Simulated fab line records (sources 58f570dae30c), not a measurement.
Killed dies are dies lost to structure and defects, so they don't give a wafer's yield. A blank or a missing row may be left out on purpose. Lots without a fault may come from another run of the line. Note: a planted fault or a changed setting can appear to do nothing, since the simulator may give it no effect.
The tool behind it: which one?	flow berkeley-cmos170	Sampling: 14 lots, 42 wafers, 2 of 331 route steps

== WHAT EACH GAUGE READ, for each wafer ==
UCB170_SPACER_THK_MEAS_01.
lot	measured	on	SPACER_TEOS_THK (nm)
L684	day 6 22:23	film-metro-02	372 369 375
L686	day 6 22:57	film-metro-01	367 379 375
L685	day 6 23:14	film-metro-03	375 369 379
L688	day 7 21:39	film-metro-03	367 372 377
L691	day 7 22:14	film-metro-02	373 378 379
L690	day 7 22:38	film-metro-01	368 373 371
L697	day 8 19:52	film-metro-01	370 380 386
L694	day 8 21:12	film-metro-02	378 367 380
L693	day 8 21:14	film-metro-01	374 376 375
L695	day 8 23:51	film-metro-02	373 384 370
L698	day 9 07:41	film-metro-02	368 379 374
L699	day 9 11:57	film-metro-03	372 364 377
L702	day 9 23:21	film-metro-01	372 375 370
L704	day 10 10:02	film-metro-02	372 370 376

UCB170_PSD_TW_MEAS_10.
lot	measured	on	PSD_TW
L684	day 7 05:43	film-metro-01	2359 2358 2359
L686	day 7 05:50	film-metro-04	2316 2317 2310
L685	day 7 05:59	film-metro-02	2309 2307 2323
L688	day 8 05:05	film-metro-01	2355 2369 2368
L691	day 8 04:42	film-metro-02	2333 2331 2327
L690	day 8 04:26	film-metro-02	2331 2322 2322
L697	day 9 00:22	film-metro-01	2341 2357 2358
L694	day 9 00:36	film-metro-04	2351 2348 2331
L693	day 9 01:22	film-metro-02	2300 2308 2308
L695	day 9 05:19	film-metro-04	2329 2325 2337
L698	day 9 12:14	film-metro-04	2334 2329 2329
L699	day 9 17:41	film-metro-01	2346 2343 2343
L702	day 10 06:17	film-metro-02	2306 2300 2304
L704	day 10 15:49	film-metro-02	2322 2317 2312

== EACH LOT AND THE TOOL THAT RAN IT (in order: tool; ch and the chambers of the sampled wafers; start) ==
No process step before these readings appears in the record.

== WHAT THE TOOLS THEMSELVES READ (means of the sampled wafers that have a number; where no wafer has one, the mark that the record gives instead) ==
The record holds no such reading with a usual standard deviation.

== THE ANSWER, worked out from the rows above alone ==
Rule: the lots themselves supply what counts as usual. The widest of any qualifying gaps counts: lots, ordered by their means at a reading, are off when they make up no more than a third of the lots, leave a main group of 4 or more, and stand apart from it by 3 or more times the standard deviation of that group's means. The tables above print the reading to a certain number of digits; a main group whose means all agree to those digits is not used. Also off: a lot with no number at a reading for which 4 or more lots have one. The other lots that the step has rows for count as sound. The gauges are gone through in route order, then the tools' own readings, and for those a lot's mean is taken as printed above. The first step at which some lot is off is used, and at that step the reading that is off furthest; a lot without a number counts as furthest.
None of the lots is off at any reading shown; this tells nothing.

== WHAT THE SIMULATOR HAD PUT IN ==
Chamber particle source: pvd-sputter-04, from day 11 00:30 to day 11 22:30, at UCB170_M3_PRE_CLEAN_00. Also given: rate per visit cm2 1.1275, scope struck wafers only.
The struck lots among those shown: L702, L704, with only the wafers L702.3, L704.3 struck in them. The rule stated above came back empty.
